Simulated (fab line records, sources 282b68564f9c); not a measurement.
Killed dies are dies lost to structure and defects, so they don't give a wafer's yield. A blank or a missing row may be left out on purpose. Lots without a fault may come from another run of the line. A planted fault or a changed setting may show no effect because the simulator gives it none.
fab line records | flow rit_cmos
record lots=6 wafers=18 last_day=6
route steps=202 shown SDANNEAL@153 PSD@157 NSD@158 PLDD@159 NLDD@160 SILICIDE@161 CONTACT@168 M1@184
lots that met no fault: from a run of the same line without faults
start_h: hours from the record's first day to the start of the lot's first wafer shown | wait_h: hours since the lot's step before | " the same as in the row above | L1.1+2: a row that stands for several wafers | - no value, or no start given | * or withheld: withheld | < > ~ a bound
route shown NAME@n: a module of which the file shows steps, and the number in the route of the first | usual: mean/standard deviation of fault-free wafers | same: alike in all rows | chamber/n: place in a boat | sites: the reading at each site | _std_site: their standard deviation | _edge_site: outer sites' mean less inner sites' | radius_mm: how far each site lies from the wafer's centre | mask NAME#n: copy n | behind: the tool/chamber that last shaped the wafer | hold: why the lot was held/for how many hours/how that ended | device: the transistor (n, p or np) that didn't switch | end of line: the same wafers' tests at the end of the route | a step without rows: its recipe alone | killed: dies lost to structure and defects at the first sort, not the wafer's yield | map: a wafer's dies, x killed, . not, _ none there
set.NAME: the setting as run; set.NAME@STEP: as run at that earlier step | model.NAME: the simulator's own value behind a step, which no gauge read
lots at some steps of the route; a table a step, a row a wafer
services: from which hour (start_h, from the record's first day; less than 0 if before it) a tool's chamber was out of use, for how many hours, and why
## steps
# step RIT_SDANNEAL_CLEAN_00
# recipe chemistry=SC1 mix=3:3:50 time_s=600 temp_c=75
# step RIT_SDANNEAL_CLEAN_01
# recipe chemistry=dHF dilution=50:1 time_s=30
# step RIT_SDANNEAL_CLEAN_02
# recipe chemistry=SC2 mix=3:3:50 time_s=600 temp_c=75 dry=n2_spin
# step RIT_SDANNEAL_RTA_03
# recipe temp_c=1050 time_s=5 idle_temp_c=600 ramp_up_c_per_s=342 ramp_down_c_per_s=171 cool_to_c=600 ambient=N2
# usual wafer_temp_C_max=1053.4/1.2
# columns lot.wafer tool chamber start_h wait_h wafer_temp_C_max
L260.2 rtp_anneal-02 0 84.95 0.0 1055.1
L260.5 " 0 " " 1052.7
L260.6 " 0 " " 1051.9
L263.2 rtp_anneal-01 0 99.54 0.0 1053.1
L263.4 " 0 " " 1053.1
L263.6 " 0 " " 1053.8
L266.1 rtp_anneal-02 0 113.99 0.0 1052.6
L266.3 " 0 " " 1052.7
L266.6 " 0 " " 1054.3
L268.2 rtp_anneal-02 0 124.00 0.0 1051.3
L268.3 " 0 " " 1053.2
L268.5 " 0 " " 1053.0
L269.1 rtp_anneal-01 0 129.11 0.0 1051.6
L269.5 " 0 " " 1055.4
L269.6 " 0 " " 1052.3
L270.1 rtp_anneal-02 0 134.65 0.0 1053.5
L270.4 " 0 " " 1054.0
L270.5 " 0 " " 1053.1
# step RIT_SDANNEAL_RS_MEAS_04
# recipe thk_meas_gauge=four-point-probe
# usual PSD_RS=115.9/0.33
# columns lot.wafer tool chamber start_h wait_h PSD_RS[ohm/sq]
L260.2 film_metro-03 - 85.02 0.1 116.0
L260.5 " - " " 116.0
L260.6 " - " " 116.0
L263.2 film_metro-02 - 99.61 0.1 116.1
L263.4 " - " " 116.1
L263.6 " - " " 115.8
L266.1 film_metro-03 - 114.05 0.0 115.8
L266.3 " - " " 115.8
L266.6 " - " " 115.9
L268.2 film_metro-04 - 124.07 0.1 115.8
L268.3 " - " " 115.5
L268.5 " - " " 116.1
L269.1 film_metro-02 - 129.17 0.0 116.2
L269.5 " - " " 116.5
L269.6 " - " " 116.3
L270.1 film_metro-02 - 134.76 0.1 115.9
L270.4 " - " " 116.3
L270.5 " - " " 115.6
# step RIT_SDANNEAL_RS_MEAS_05
# recipe thk_meas_gauge=four-point-probe
# usual NSD_RS=84.5/0.31
# columns lot.wafer tool chamber start_h wait_h NSD_RS[ohm/sq]
L260.2 film_metro-03 - 85.14 0.1 85.0
L260.5 " - " " 84.3
L260.6 " - " " 84.9
L263.2 film_metro-02 - 99.73 0.1 84.8
L263.4 " - " " 84.6
L263.6 " - " " 84.8
L266.1 film_metro-03 - 114.17 0.1 84.5
L266.3 " - " " 84.1
L266.6 " - " " 83.8
L268.2 film_metro-04 - 124.19 0.1 84.3
L268.3 " - " " 84.3
L268.5 " - " " 84.5
L269.1 film_metro-02 - 129.29 0.1 84.6
L269.5 " - " " 84.5
L269.6 " - " " 84.3
L270.1 film_metro-02 - 134.88 0.1 84.6
L270.4 " - " " 84.6
L270.5 " - " " 84.8
# step RIT_SDANNEAL_RS_MEAS_06
# recipe thk_meas_gauge=four-point-probe
# usual PLDD_RS=178.8/0.47
# columns lot.wafer tool chamber start_h wait_h PLDD_RS[ohm/sq]
L260.2 film_metro-03 - 85.26 0.1 179.2
L260.5 " - " " 178.7
L260.6 " - " " 178.8
L263.2 film_metro-02 - 99.85 0.1 178.7
L263.4 " - " " 179.0
L263.6 " - " " 179.4
L266.1 film_metro-03 - 114.29 0.1 178.0
L266.3 " - " " 177.6
L266.6 " - " " 178.4
L268.2 film_metro-04 - 124.31 0.1 178.9
L268.3 " - " " 178.9
L268.5 " - " " 179.0
L269.1 film_metro-02 - 129.41 0.1 178.9
L269.5 " - " " 179.7
L269.6 " - " " 179.2
L270.1 film_metro-02 - 135.00 0.1 178.8
L270.4 " - " " 179.2
L270.5 " - " " 178.6
# step RIT_SDANNEAL_RS_MEAS_07
# recipe thk_meas_gauge=four-point-probe
# usual NLDD_RS=151.7/0.63
# columns lot.wafer tool chamber start_h wait_h NLDD_RS[ohm/sq]
L260.2 film_metro-03 - 85.38 0.1 151.9
L260.5 " - " " 151.8
L260.6 " - " " 152.5
L263.2 film_metro-02 - 99.97 0.1 151.5
L263.4 " - " " 152.4
L263.6 " - " " 152.3
L266.1 film_metro-03 - 114.41 0.1 151.9
L266.3 " - " " 151.5
L266.6 " - " " 151.6
L268.2 film_metro-04 - 124.43 0.1 151.1
L268.3 " - " " 151.8
L268.5 " - " " 151.3
L269.1 film_metro-02 - 129.53 0.1 151.4
L269.5 " - " " 151.7
L269.6 " - " " 151.2
L270.1 film_metro-02 - 135.12 0.1 151.0
L270.4 " - " " 151.6
L270.5 " - " " 151.4
# step RIT_SILICIDE_WET_ETCH_00
# recipe chemistry=BOE target=SiO2 target_depth_nm=14 time_s=15 dry=n2_spin dilution=10:1 temp_c=21.5
# step RIT_SILICIDE_SPUTTER_01
# recipe material=Ti target_thk_nm=30 power_w=350 chamber_pressure_pa=0.667 gas=Ar time_s=229.5 substrate_temp_c=25
# usual throttle_valve_pct=30.2/0.83
# columns lot.wafer tool chamber start_h wait_h throttle_valve_pct
L260.2 pvd_sputter-04 - 85.50 0.0 30.3
L260.5 " - " " 29.7
L260.6 " - " " 30.3
L263.2 pvd_sputter-01 - 100.08 0.0 29.8
L263.4 " - " " 31.2
L263.6 " - " " 30.6
L266.1 pvd_sputter-04 - 114.54 0.0 29.9
L266.3 " - " " 30.2
L266.6 " - " " 28.5
L268.2 pvd_sputter-01 - 124.54 0.0 29.7
L268.3 " - " " 29.9
L268.5 " - " " 29.9
L269.1 pvd_sputter-03 - 129.66 0.0 32.2
L269.5 " - " " 32.5
L269.6 " - " " 31.0
L270.1 pvd_sputter-01 - 135.26 0.0 29.6
L270.4 " - " " 29.8
L270.5 " - " " 30.3
# step RIT_SILICIDE_RS_MEAS_02
# recipe thk_meas_gauge=four-point-probe reads=Ti_of_SILICIDE_SPUTTER_01
# usual SILICIDE_TI_RS=50.7/0.57
# columns lot.wafer tool chamber start_h wait_h SILICIDE_TI_RS[ohm/sq]
L260.2 film_metro-01 - 85.67 0.1 50.8
L260.5 " - " " 50.7
L260.6 " - " " 50.4
L263.2 film_metro-03 - 100.40 0.2 50.8
L263.4 " - " " 50.3
L263.6 " - " " 50.8
L266.1 film_metro-04 - 114.69 0.1 51.2
L266.3 " - " " 50.5
L266.6 " - " " 50.5
L268.2 film_metro-03 - 124.71 0.1 51.0
L268.3 " - " " 51.3
L268.5 " - " " 50.9
L269.1 film_metro-01 - 129.81 0.1 50.3
L269.5 " - " " 50.5
L269.6 " - " " 51.3
L270.1 film_metro-01 - 135.41 0.1 50.1
L270.4 " - " " 51.2
L270.5 " - " " 50.9
# step RIT_SILICIDE_THK_MEAS_03
# recipe thk_meas_gauge=xrf reads=Ti_of_SILICIDE_SPUTTER_01
# usual SILICIDE_TI_THK=28.26/0.26
# columns lot.wafer tool chamber start_h wait_h SILICIDE_TI_THK[nm]
L260.2 film_metro-01 - 85.78 0.1 28.17
L260.5 " - " " 28.39
L260.6 " - " " 28.27
L263.2 film_metro-03 - 100.51 0.1 28.17
L263.4 " - " " 28.50
L263.6 " - " " 28.16
L266.1 film_metro-04 - 114.81 0.1 28.11
L266.3 " - " " 28.31
L266.6 " - " " 28.54
L268.2 film_metro-03 - 124.82 0.1 28.14
L268.3 " - " " 27.91
L268.5 " - " " 28.13
L269.1 film_metro-01 - 129.93 0.1 28.44
L269.5 " - " " 28.37
L269.6 " - " " 28.14
L270.1 film_metro-01 - 135.53 0.1 28.56
L270.4 " - " " 28.21
L270.5 " - " " 28.15
# step RIT_SILICIDE_RTA_04
# recipe temp_c=650 time_s=10 idle_temp_c=25 ramp_up_s=5 ramp_down_s=5 cool_to_c=25 ambient=N2
# usual wafer_temp_C_max=653.3/0.72
# columns lot.wafer tool chamber start_h wait_h wafer_temp_C_max
L260.2 rtp_anneal-01 0 85.84 0.1 652.9
L260.5 " 0 " " 653.8
L260.6 " 0 " " 654.1
L263.2 rtp_anneal-02 0 100.57 0.1 655.4
L263.4 " 0 " " 653.9
L263.6 " 0 " " 654.1
L266.1 rtp_anneal-01 0 114.87 0.1 652.6
L266.3 " 0 " " 652.7
L266.6 " 0 " " 652.8
L268.2 rtp_anneal-01 0 124.88 0.1 653.2
L268.3 " 0 " " 653.6
L268.5 " 0 " " 653.1
L269.1 rtp_anneal-02 0 129.99 0.1 652.2
L269.5 " 0 " " 655.4
L269.6 " 0 " " 653.1
L270.1 rtp_anneal-01 0 135.59 0.1 651.9
L270.4 " 0 " " 653.4
L270.5 " 0 " " 653.1
# step RIT_SILICIDE_WET_ETCH_05
# recipe chemistry=SPM target=Ti temp_c=90 time_s=120 dry=n2_spin
# step RIT_SILICIDE_RTA_06
# recipe temp_c=750 time_s=10 idle_temp_c=25 ramp_up_s=5 ramp_down_s=10 cool_to_c=25 ambient=N2
# usual wafer_temp_C_max=754.0/0.76
# columns lot.wafer tool chamber start_h wait_h wafer_temp_C_max
L260.2 rtp_anneal-02 0 85.94 0.0 754.3
L260.5 " 0 " " 754.6
L260.6 " 0 " " 756.0
L263.2 rtp_anneal-01 0 100.68 0.0 754.2
L263.4 " 0 " " 753.0
L263.6 " 0 " " 753.5
L266.1 rtp_anneal-02 0 114.99 0.0 753.7
L266.3 " 0 " " 753.5
L266.6 " 0 " " 754.1
L268.2 rtp_anneal-02 0 124.99 0.0 754.2
L268.3 " 0 " " 752.1
L268.5 " 0 " " 753.1
L269.1 rtp_anneal-01 0 130.17 0.0 754.0
L269.5 " 0 " " 754.1
L269.6 " 0 " " 754.7
L270.1 rtp_anneal-02 0 135.69 0.0 753.4
L270.4 " 0 " " 753.9
L270.5 " 0 " " 755.0
# step RIT_CONTACT_CVD_00
# recipe material=SiO2 target_thk_nm=400 precursor=TEOS temp_c=390 time_s=61 rf_w=400
# step RIT_CONTACT_THK_MEAS_01
# recipe reads=SiO2_of_CONTACT_CVD_00
# usual CONTACT_TEOS_THK=400/4.9
# columns lot.wafer tool chamber start_h wait_h CONTACT_TEOS_THK[nm]
L260.2 film_metro-01 - 86.06 0.0 394
L260.5 " - " " 402
L260.6 " - " " 399
L263.2 film_metro-01 - 100.79 0.0 397
L263.4 " - " " 404
L263.6 " - " " 406
L266.1 film_metro-01 - 115.10 0.0 394
L266.3 " - " " 398
L266.6 " - " " 398
L268.2 film_metro-01 - 125.11 0.0 391
L268.3 " - " " 395
L268.5 " - " " 405
L269.1 film_metro-03 - 130.29 0.0 397
L269.5 " - " " 406
L269.6 " - " " 405
L270.1 film_metro-03 - 135.88 0.0 392
L270.4 " - " " 401
L270.5 " - " " 401
# step RIT_CONTACT_HMDS_02
# recipe prime_time_s=60 prime_temp_c=140
# step RIT_CONTACT_COAT_03
# recipe resist=NOVOLAK spin_rpm=3250 resist_thk_nm=1000
# step RIT_CONTACT_SOFTBAKE_04
# recipe resist=NOVOLAK temp_c=90 time_s=60
# step RIT_CONTACT_EXPOSE_05
# recipe mask_id=M11 na=0.6 source_shape=conventional sigma_outer=0.5 target_cd_nm=1000 dose_mj=250
# step RIT_CONTACT_PEB_06
# recipe resist=NOVOLAK temp_c=withheld time_s=withheld
# step RIT_CONTACT_DEVELOP_07
# recipe resist=NOVOLAK develop_time_s=120 dev_temp_c=23
# step RIT_CONTACT_CD_MEAS_08
# recipe target_cd_nm=1000
# usual cd_nm=1000.6/2.3
# columns lot.wafer tool chamber start_h wait_h cd_nm
L260.2 cd_sem-01 - 87.22 - 999.3
L260.5 " - " " 999.5
L260.6 " - " " 1000.6
L263.2 cd_sem-02 - 101.96 - 999.7
L263.4 " - " " 999.7
L263.6 " - " " 1002.0
L266.1 cd_sem-02 - 116.13 - 1001.0
L266.3 " - " " 1001.4
L266.6 " - " " 1001.0
L268.2 cd_sem-02 - 126.15 - 1000.7
L268.3 " - " " 1000.7
L268.5 " - " " 998.9
L269.1 cd_sem-02 - 131.44 - 999.1
L269.5 " - " " 1001.7
L269.6 " - " " 1000.0
L270.1 cd_sem-02 - 137.06 - 1001.6
L270.4 " - " " 1004.5
L270.5 " - " " 1002.4
# step RIT_CONTACT_OVL_MEAS_09
# usual CONTACT_OVL=0.2/1.4
# columns lot.wafer tool chamber start_h wait_h CONTACT_OVL[nm]
L260.2 overlay-02 - 87.33 0.1 -1.2
L260.5 " - " " -0.5
L260.6 " - " " -0.5
L263.2 overlay-02 - 102.06 0.1 1.5
L263.4 " - " " 0.8
L263.6 " - " " 1.3
L266.1 overlay-02 - 116.25 0.1 1.5
L266.3 " - " " -0.8
L266.6 " - " " -0.5
L268.2 overlay-01 - 126.25 0.1 2.6
L268.3 " - " " 1.2
L268.5 " - " " 1.3
L269.1 overlay-01 - 131.56 0.1 0.0
L269.5 " - " " -1.9
L269.6 " - " " -1.5
L270.1 overlay-02 - 137.18 0.1 0.8
L270.4 " - " " 0.5
L270.5 " - " " 0.2
# step RIT_CONTACT_HARDBAKE_10
# recipe resist=NOVOLAK temp_c=140 time_s=60
# step RIT_CONTACT_ETCH_11
# recipe target_depth_a=4800 over_etch_frac=0.2 stop_on=TiSi2 chemistry=CHF3/CF4/Ar target=SiO2 CHF3_flow_sccm=50 cf4_flow_sccm=10 Ar_flow_sccm=100 O2_flow_sccm=5 pressure_mtorr=100 rf_w=200 time_s=320
# step RIT_CONTACT_STRIP_12
# recipe chemistry=O2 time_s=180 resist=NOVOLAK platen_temp_c=withheld power_w=500 pressure_mtorr=4000 o2_flow_sccm=4000
# usual drypump_motor_current_A=5.46/0.28
# columns lot.wafer tool chamber start_h wait_h drypump_motor_current_A rf_hours_counter_h
L260.2 plasma_asher-02 0 87.70 0.1 5.62 37
L260.5 " 0 " " 5.60 -
L260.6 " 1 " " 5.55 -
L263.2 plasma_asher-02 0 102.44 0.1 5.62 39
L263.4 " 0 " " 5.65 -
L263.6 " 0 " " 5.62 -
L266.1 plasma_asher-04 1 116.63 0.1 5.04 53
L266.3 " 1 " " 5.04 -
L266.6 " 1 " " 5.04 -
L268.2 plasma_asher-03 0 126.73 0.1 5.96 49
L268.3 " 1 " " 5.46 -
L268.5 " 0 " " 5.97 -
L269.1 plasma_asher-04 1 131.94 0.1 5.06 55
L269.5 " 1 " " 5.06 -
L269.6 " 0 " " 5.43 -
L270.1 plasma_asher-02 1 137.56 0.1 5.54 2
L270.4 " 0 " " 5.63 -
L270.5 " 1 " " 5.57 -
# step RIT_CONTACT_CD_MEAS_90
# recipe target_cd_nm=1000
# usual cd_nm=1000.5/2.2
# columns lot.wafer tool chamber start_h wait_h cd_nm
L260.2 cd_sem-02 - 87.90 0.1 999.3
L260.5 " - " " 999.6
L260.6 " - " " 1000.3
L263.2 cd_sem-01 - 102.63 0.1 999.7
L263.4 " - " " 1000.1
L263.6 " - " " 1001.9
L266.1 cd_sem-02 - 116.81 0.1 1000.7
L266.3 " - " " 1001.8
L266.6 " - " " 1000.7
L268.2 cd_sem-02 - 126.92 0.1 1000.6
L268.3 " - " " 1000.4
L268.5 " - " " 998.9
L269.1 cd_sem-02 - 132.11 0.1 999.4
L269.5 " - " " 1001.1
L269.6 " - " " 999.8
L270.1 cd_sem-01 - 137.74 0.1 1002.0
L270.4 " - " " 1004.8
L270.5 " - " " 1002.4
# step RIT_CONTACT_CLEAN_13
# recipe chemistry=SC1 mix=3:3:50 time_s=600 temp_c=74.14
# step RIT_CONTACT_CLEAN_14
# recipe chemistry=SC2 mix=3:3:50 time_s=600 temp_c=75 dry=n2_spin
# step RIT_M1_SPUTTER_00
# recipe material=Al target_thk_nm=400 power_w=2000 chamber_pressure_pa=0.4 gas=Ar time_s=500 substrate_temp_c=25
# usual throttle_valve_pct=30.7/0.91
# columns lot.wafer tool chamber start_h wait_h throttle_valve_pct
L260.2 pvd_sputter-02 - 88.35 0.0 31.3
L260.5 " - " " 30.1
L260.6 " - " " 31.6
L263.2 pvd_sputter-03 - 103.08 0.0 32.3
L263.4 " - " " 30.6
L263.6 " - " " 32.4
L266.1 pvd_sputter-02 - 117.31 0.0 30.9
L266.3 " - " " 30.1
L266.6 " - " " 30.3
L268.2 pvd_sputter-02 - 127.37 0.0 31.4
L268.3 " - " " 31.0
L268.5 " - " " 31.4
L269.1 pvd_sputter-04 - 132.58 0.0 29.7
L269.5 " - " " 29.9
L269.6 " - " " 30.5
L270.1 pvd_sputter-02 - 138.21 0.0 30.8
L270.4 " - " " 29.9
L270.5 " - " " 30.8
# step RIT_M1_RS_MEAS_01
# recipe thk_meas_gauge=four-point-probe reads=Al_of_M1_SPUTTER_00
# usual M1_AL_RS=0.0733/0.00076
# columns lot.wafer tool chamber start_h wait_h M1_AL_RS[ohm/sq]
L260.2 film_metro-02 - 88.66 0.2 0.0734
L260.5 " - " " 0.0751
L260.6 " - " " 0.0736
L263.2 film_metro-02 - 103.40 0.2 0.0729
L263.4 " - " " 0.0732
L263.6 " - " " 0.0732
L266.1 film_metro-02 - 117.60 0.1 0.0735
L266.3 " - " " 0.0738
L266.6 " - " " 0.0738
L268.2 film_metro-02 - 127.69 0.2 0.0725
L268.3 " - " " 0.0734
L268.5 " - " " 0.0725
L269.1 film_metro-03 - 132.88 0.1 0.0732
L269.5 " - " " 0.0736
L269.6 " - " " 0.0733
L270.1 film_metro-03 - 138.50 0.1 0.0729
L270.4 " - " " 0.0727
L270.5 " - " " 0.0723
# step RIT_M1_THK_MEAS_02
# recipe thk_meas_gauge=xrf reads=Al_of_M1_SPUTTER_00
# usual M1_AL_THK=405/4.4
# columns lot.wafer tool chamber start_h wait_h M1_AL_THK[nm]
L260.2 film_metro-02 - 88.77 0.1 403
L260.5 " - " " 396
L260.6 " - " " 403
L263.2 film_metro-02 - 103.51 0.1 406
L263.4 " - " " 407
L263.6 " - " " 406
L266.1 film_metro-02 - 117.72 0.1 403
L266.3 " - " " 401
L266.6 " - " " 404
L268.2 film_metro-02 - 127.80 0.1 412
L268.3 " - " " 406
L268.5 " - " " 409
L269.1 film_metro-03 - 133.00 0.1 404
L269.5 " - " " 401
L269.6 " - " " 405
L270.1 film_metro-03 - 138.62 0.1 404
L270.4 " - " " 406
L270.5 " - " " 411
# step RIT_M1_HMDS_03
# recipe prime_time_s=60 prime_temp_c=140
# step RIT_M1_COAT_04
# recipe resist=NOVOLAK spin_rpm=2000 resist_thk_nm=1300
# step RIT_M1_SOFTBAKE_05
# recipe resist=NOVOLAK temp_c=90 time_s=60
# step RIT_M1_EXPOSE_06
# recipe mask_id=M12 na=0.6 source_shape=conventional sigma_outer=0.5 target_cd_nm=2600 dose_mj=250
# step RIT_M1_PEB_07
# recipe resist=NOVOLAK temp_c=withheld time_s=withheld
# step RIT_M1_DEVELOP_08
# recipe resist=NOVOLAK develop_time_s=68 dev_temp_c=23
# step RIT_M1_CD_MEAS_09
# recipe target_cd_nm=2600
# usual cd_nm=2600.3/2.4
# columns lot.wafer tool chamber start_h wait_h cd_nm
L260.2 cd_sem-02 - 89.85 - 2600.5
L260.5 " - " " 2601.1
L260.6 " - " " 2599.8
L263.2 cd_sem-02 - 104.46 - 2598.6
L263.4 " - " " 2599.9
L263.6 " - " " 2599.9
L266.1 cd_sem-02 - 118.79 - 2597.2
L266.3 " - " " 2598.4
L266.6 " - " " 2599.1
L268.2 cd_sem-02 - 128.87 - 2598.3
L268.3 " - " " 2600.2
L268.5 " - " " 2599.8
L269.1 cd_sem-02 - 134.06 - 2598.9
L269.5 " - " " 2596.6
L269.6 " - " " 2598.6
L270.1 cd_sem-02 - 139.56 - 2605.6
L270.4 " - " " 2605.8
L270.5 " - " " 2606.3
# step RIT_M1_OVL_MEAS_10
# usual M1_OVL=-0.5/1.5
# columns lot.wafer tool chamber start_h wait_h M1_OVL[nm]
L260.2 overlay-02 - 89.95 0.1 -1.1
L260.5 " - " " -1.3
L260.6 " - " " -1.1
L263.2 overlay-01 - 104.56 0.1 0.8
L263.4 " - " " 0.6
L263.6 " - " " 0.8
L266.1 overlay-01 - 118.91 0.1 -3.4
L266.3 " - " " -2.5
L266.6 " - " " -3.1
L268.2 overlay-02 - 128.98 0.1 0.5
L268.3 " - " " 1.0
L268.5 " - " " 0.9
L269.1 overlay-01 - 134.18 0.1 0.6
L269.5 " - " " -0.3
L269.6 " - " " 0.4
L270.1 overlay-02 - 139.68 0.1 -2.1
L270.4 " - " " 0.3
L270.5 " - " " -1.5
# step RIT_M1_PROBE_99
# usual killed_at_contacts=0.1/0.24 killed_at_front_end=7/3 killed_dies=7/3 killed_open=3.2/1.8 killed_short=3.5/2.1
# same gross_dies=264 killed_at_M0_to_M3=0 killed_at_M4_up=0 killed_at_back_side=0 killed_at_other=0
# columns lot.wafer tool chamber start_h wait_h killed_at_contacts killed_at_front_end killed_dies killed_open killed_short model.etest.contact_pplus.end_ohm_um model.etest.contact_nplus.end_ohm_um model.etest.npoly_line.rs_ohm_sq_rim_less_centre model.etest.npoly_line.rs_ohm_sq_range model.etest.npoly_line.rs_ohm_sq model.etest.ppoly_line.rs_ohm_sq model.etest.nplus_sal.rs_ohm_sq_rim_less_centre model.etest.nplus_sal.rs_ohm_sq_range
L260.2 prober-01 - 92.54 0.1 0 14 14 6 8 41.46 40.31 -0.06117 0.3382 17.6 17.11 0.08042 0.1191
L260.5 prober-01 - 92.69 0.2 0 9 9 4 5 41.34 40.63 0.107 0.6326 17.53 17.05 0.1031 0.1159
L260.6 prober-01 - 92.74 0.2 0 6 6 3 3 41.11 41 0.326 0.4486 17.66 17.01 0.08878 0.1386
L263.2 prober-02 - 107.14 0.1 0 4 4 3 1 41 40.39 0.0004648 0.3623 17.78 17.19 0.01037 0.06222
L263.4 prober-02 - 107.24 0.2 0 7 7 3 4 42.26 40.62 -0.2041 0.2799 17.47 16.94 0.01595 0.08538
L263.6 prober-02 - 107.34 0.2 0 2 2 0 2 42.16 39.25 0.008983 0.3444 17.71 17.11 -0.04242 0.09193
L266.1 prober-01 - 121.46 0.1 0 6 6 1 5 43.21 40.18 0.3136 0.4837 17.57 16.99 0.1223 0.1407
L266.3 prober-01 - 121.56 0.2 0 4 4 2 2 43.3 40.58 0.07635 0.4145 17.34 16.99 0.1229 0.1557
L266.6 prober-01 - 121.71 0.2 0 11 11 5 6 43.97 39.92 0.033 0.4084 17.4 16.75 0.1037 0.1465
L268.2 prober-01 - 132.67 0.1 0 2 2 1 1 47.53 42.05 -1.53 1.687 16.64 16.26 -0.3925 0.4028
L268.3 prober-01 - 132.72 0.2 0 8 8 3 5 45.9 40.37 -1.642 1.772 16.82 16.05 -0.3732 0.4146
L268.5 prober-01 - 132.82 0.2 0 6 6 3 3 46.73 41.27 -1.751 1.894 16.67 16.13 -0.3931 0.4195
L269.1 prober-02 - 139.31 0.1 0 4 4 2 2 43.06 40.51 -0.0957 0.2786 17.5 16.85 0.04863 0.09612
L269.5 prober-02 - 139.51 0.2 0 7 7 5 2 43.18 40.4 0.006226 0.5224 17.54 17 0.05623 0.09059
L269.6 prober-02 - 139.56 0.2 0 4 4 1 3 43.23 38.33 0.1707 0.3172 17.65 16.99 0.05201 0.07707
L270.1 prober-01 - 142.23 0.1 0 9 9 3 6 43.93 41.66 -1.387 1.567 16.58 15.97 -0.3994 0.4271
L270.4 prober-01 - 142.38 0.2 1 7 8 5 3 43.34 41.35 -1.587 1.66 16.89 16.28 -0.3747 0.3936
L270.5 prober-01 - 142.43 0.2 0 7 7 3 4 43.74 42.19 -1.376 1.504 16.79 16.21 -0.3512 0.3677
# killed by level:class
L260.2 GATE:geometric_particle:short=4 FOX1:geometric_particle:open=3 GATE:geometric_particle:open=3 SILICIDE:geometric_particle:short=2 FOX1:geometric_particle:short=1 SPACER:geometric_particle:short=1
L260.5 FOX1:geometric_particle:open=3 GATE:geometric_particle:short=3 FOX1:geometric_particle:short=2 REOX:geometric_particle:open=1
L260.6 GATE:geometric_particle:open=2 FOX1:geometric_particle:short=1 REOX:geometric_particle:short=1 SPACER:geometric_particle:short=1 SILICIDE:geometric_particle:open=1
L263.2 FOX1:geometric_particle:open=2 FOX1:geometric_particle:short=1 SILICIDE:geometric_particle:open=1
L263.4 FOX1:geometric_particle:short=2 FOX1:geometric_particle:open=1 FOX2:geometric_particle:open=1 FOX2:geometric_particle:short=1 REOX:geometric_particle:open=1 SILICIDE:geometric_particle:short=1
L263.6 GATE:geometric_particle:short=1 SPACER:geometric_particle:short=1
L266.1 GATE:geometric_particle:short=2 FOX1:geometric_particle:open=1 REOX:geometric_particle:short=1 SPACER:geometric_particle:short=1 SILICIDE:geometric_particle:short=1
L266.3 GATE:geometric_particle:open=1 GATE:geometric_particle:short=1 SPACER:geometric_particle:short=1 SPACER:geometric_particle:open=1
L266.6 FOX1:geometric_particle:short=2 FOX1:geometric_particle:open=2 GATE:geometric_particle:short=2 REOX:geometric_particle:open=2 GATE:geometric_particle:open=1 REOX:geometric_particle:short=1 SILICIDE:geometric_particle:short=1
L268.2 GATE:geometric_particle:open=1 GATE:geometric_particle:short=1
L268.3 GATE:geometric_particle:short=3 GATE:geometric_particle:open=2 SPACER:geometric_particle:short=2 FOX1:geometric_particle:open=1
L268.5 GATE:geometric_particle:open=3 SPACER:geometric_particle:short=2 FOX2:geometric_particle:short=1
L269.1 FOX1:geometric_particle:short=1 FOX2:geometric_particle:open=1 GATE:geometric_particle:short=1 SILICIDE:geometric_particle:open=1
L269.5 FOX1:geometric_particle:open=2 REOX:geometric_particle:open=2 FOX1:geometric_particle:short=1 REOX:geometric_particle:short=1 SILICIDE:geometric_particle:open=1
L269.6 SILICIDE:geometric_particle:short=2 GATE:geometric_particle:open=1 REOX:geometric_particle:short=1
L270.1 REOX:geometric_particle:short=3 GATE:geometric_particle:open=2 GATE:geometric_particle:short=2 REOX:geometric_particle:open=1 SPACER:geometric_particle:short=1
L270.4 GATE:geometric_particle:open=2 SILICIDE:geometric_particle:short=2 FOX1:geometric_particle:open=1 GATE:geometric_particle:short=1 REOX:geometric_particle:open=1 CONTACT:geometric_particle:open=1
L270.5 REOX:geometric_particle:short=2 FOX1:geometric_particle:short=1 FOX1:geometric_particle:open=1 REOX:geometric_particle:open=1 SPACER:geometric_particle:short=1 SILICIDE:geometric_particle:open=1
## services
# columns tool chamber start_h hours kind
plasma_asher-03 - 81.50 28.1 pm
pvd_sputter-04 - 86.09 1.1 repair
plasma_asher-02 - 108.75 9.0 pm
plasma_asher-02 0 108.75 9.0 vent_cycle
plasma_asher-02 1 108.75 9.0 vent_cycle
plasma_asher-02 0 117.75 - clean
plasma_asher-02 1 117.75 - clean
pvd_sputter-01 - 118.75 3.2 repair
plasma_asher-03 - 131.59 9.1 repair
## key
first_sign none at tools or gauges
model_effect step=RIT_M1_PROBE_99 value=etest.contact_pplus.end_ohm_um without=42.72 struck=45.19
met_at RIT_SILICIDE_RTA_04
struck_wafers L268.2,L268.3,L268.5,L270.1,L270.4,L270.5
tester_left_out L268,L270
onset_between 114.87 124.88
also_fits RIT_SDANNEAL_RTA_03:rtp_anneal-02,RIT_SILICIDE_SPUTTER_01:pvd_sputter-01,RIT_SILICIDE_RTA_06:rtp_anneal-02,RIT_M1_SPUTTER_00:pvd_sputter-02
fault kind=process_parameter_drift tool=rtp_anneal-01 chamber=- onset_h=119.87 steps=RIT_SILICIDE_RTA_04 channel=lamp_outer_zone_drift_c offset=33 shape=step end_h=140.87
# tester_left_out: of these lots the tester's yield and bins aren't shown, on N5 and GAA mostly nor the transistor test; their killed dies are dies lost to structure and defects alone, not to doping, threshold or leakage, so they don't give the yield
